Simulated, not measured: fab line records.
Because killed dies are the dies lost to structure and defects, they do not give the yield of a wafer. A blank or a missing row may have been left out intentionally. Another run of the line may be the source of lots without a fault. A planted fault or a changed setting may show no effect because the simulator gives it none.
Which of the tools did it? | flow berkeley_cmos170 | 14 lots with 42 wafers sampled at 4 steps, on a route of 331 steps

WHAT THE GAUGES SHOWED, per wafer
UCB170_V1_CD_MEAS_90: the cd target is 700 nm. Usual: cd_nm reads 700.5 nm (standard deviation 1.3).
lot  | measured     | on        | cd_nm (nm)        | flag
L946 | day 7 09:17  | cd_sem-01 | 700.9 700.6 700.2 |
L948 | day 7 06:42  | cd_sem-02 | 700.4 702.0 698.8 |
L949 | day 7 08:56  | cd_sem-01 | 699.9 700.0 699.4 |
L951 | day 8 04:17  | cd_sem-01 | 701.9 702.1 701.1 |
L950 | day 8 04:02  | cd_sem-02 | 698.8 698.7 700.1 |
L952 | day 8 03:49  | cd_sem-02 | 700.2 700.5 699.8 |
L953 | day 8 13:44  | cd_sem-01 | 702.6 702.2 701.4 |
L954 | day 8 13:25  | cd_sem-02 | 699.9 700.7 700.1 |
L956 | day 9 04:05  | cd_sem-02 | 701.5 699.8 699.6 |
L957 | day 9 03:49  | cd_sem-02 | 700.3 700.8 699.1 |
L961 | day 10 14:32 | cd_sem-02 | 700.4 701.4 701.8 |
L962 | day 10 18:55 | cd_sem-01 | 698.1 698.1 700.8 |
L963 | day 11 00:16 | cd_sem-01 | 699.3 699.1 700.4 |
L965 | day 11 13:08 | cd_sem-02 | 699.9 701.5 701.4 |

UCB170_V2_OVL_MEAS_13. Usual: V2_OVL gives 0 nm (standard deviation 5.6).
lot  | measured     | on         | V2_OVL (nm) | flag
L946 | day 7 15:46  | overlay-01 | -9 2 -12    |
L948 | day 7 13:10  | overlay-02 | 2 -5 3      |
L949 | day 7 15:22  | overlay-02 | 4 3 -3      |
L951 | day 8 09:43  | overlay-02 | -4 6 -2     |
L950 | day 8 09:24  | overlay-02 | 7 -7 -3     |
L952 | day 8 09:10  | overlay-02 | -2 -2 -1    |
L953 | day 8 19:03  | overlay-01 | -5 -4 -1    |
L954 | day 8 18:46  | overlay-02 | -2 4 4      |
L956 | day 9 08:52  | overlay-01 | 3 3 5       |
L957 | day 9 08:39  | overlay-02 | -4 -3 -8    |
L961 | day 10 19:55 | overlay-01 | 0 -4 -2     |
L962 | day 10 23:58 | overlay-01 | 0 -3 -10    |
L963 | day 11 05:34 | overlay-02 | -7 -10 -7   |
L965 | day 11 17:35 | overlay-02 | -6 -3 0     |

EACH LOT AND THE TOOL THAT RAN IT (in order: tool; ch and the chambers of the sampled wafers; start)
lot  | UCB170_NWELL_STRIP_15               | UCB170_V1_CLEAN_05
L946 | plasma_asher-03 ch 0,1, day 2 13:19 | wet_bench-04 ch 3, day 7 06:56
L948 | plasma_asher-04 ch 0,1, day 2 17:37 | wet_bench-02 ch 2, day 7 04:32
L949 | plasma_asher-03 ch 0,1, day 2 22:17 | wet_bench-04 ch 3, day 7 06:40
L951 | plasma_asher-02 ch 0,1, day 3 07:38 | wet_bench-01 ch 1, day 8 02:28
L950 | plasma_asher-03 ch 0,1, day 3 07:53 | wet_bench-04 ch 1, day 8 02:10
L952 | plasma_asher-02 ch 0,1, day 3 13:23 | wet_bench-04 ch 0, day 8 02:10
L953 | plasma_asher-04 ch 0,1, day 3 22:50 | wet_bench-04 ch 0, day 8 11:25
L954 | plasma_asher-02 ch 0,1, day 3 23:00 | wet_bench-04 ch 2, day 8 11:25
L956 | plasma_asher-04 ch 0,1, day 4 08:56 | wet_bench-01 ch 3, day 9 02:23
L957 | plasma_asher-02 ch 1, day 4 11:08   | wet_bench-01 ch 0, day 9 02:05
L961 | plasma_asher-02 ch 0, day 5 09:07   | wet_bench-02 ch 3, day 10 12:52
L962 | plasma_asher-02 ch 0,1, day 5 15:02 | wet_bench-02 ch 2, day 10 17:15
L963 | plasma_asher-02 ch 0,1, day 5 20:29 | wet_bench-02 ch 2, day 10 22:47
L965 | plasma_asher-04 ch 0,1, day 6 01:37 | wet_bench-04 ch 1, day 11 11:32
- UCB170_NWELL_STRIP_15: strips in O2.
- UCB170_V1_CLEAN_05: cleans in DIW.

AS READ BY THE TOOLS THEMSELVES (means over the sampled wafers that have a number; for cases with no such wafer, the mark the record gives instead)
UCB170_NWELL_STRIP_15. Usual: drypump_motor_current_A 5.9 A, standard deviation 0.54; oes_product_au 0.721 a.u., standard deviation 0.0048; strip_time_to_endpoint_s 18.39 s, standard deviation 0.073.
lot  | tool            | drypump_motor_current_A (A) | oes_product_au (a.u.) | strip_time_to_endpoint_s (s) | flag
L946 | plasma_asher-03 | 5.7                         | 0.719                 | 18.46                        |
L948 | plasma_asher-04 | 5.4                         | 0.723                 | 18.43                        |
L949 | plasma_asher-03 | 5.8                         | 0.721                 | 18.37                        |
L951 | plasma_asher-02 | 6.0                         | 0.721                 | 18.39                        |
L950 | plasma_asher-03 | 5.8                         | 0.721                 | 18.44                        |
L952 | plasma_asher-02 | 6.4                         | 0.724                 | 18.43                        |
L953 | plasma_asher-04 | 5.4                         | 0.726                 | 18.34                        |
L954 | plasma_asher-02 | 6.4                         | 0.724                 | 18.36                        |
L956 | plasma_asher-04 | 5.4                         | 0.720                 | 18.34                        |
L957 | plasma_asher-02 | 6.8                         | 0.720                 | 18.45                        |
L961 | plasma_asher-02 | 5.6                         | 0.722                 | 18.36                        |
L962 | plasma_asher-02 | 6.0                         | 0.715                 | 18.34                        |
L963 | plasma_asher-02 | 6.0                         | 0.718                 | 18.46                        |
L965 | plasma_asher-04 | 5.4                         | 0.728                 | 18.57                        |

THE ANSWER, worked out from the rows above alone
Rule: take the mean of a lot's wafers that have a number; if it is more than 3 standard deviations from the usual mean, the lot is off. Also off: a lot with no number at a reading for which 4 or more lots have one. Any other lot the step has rows for is counted as sound. First the gauges in route order, then the tools' own readings, where a lot's mean is used as printed above. The first step at which some lot is off is used, and at that step the reading that is off furthest; a lot without a number counts as furthest.
Nothing can be told from this: no lot is off at any reading shown.

WHAT WAS PUT IN BY THE SIMULATOR
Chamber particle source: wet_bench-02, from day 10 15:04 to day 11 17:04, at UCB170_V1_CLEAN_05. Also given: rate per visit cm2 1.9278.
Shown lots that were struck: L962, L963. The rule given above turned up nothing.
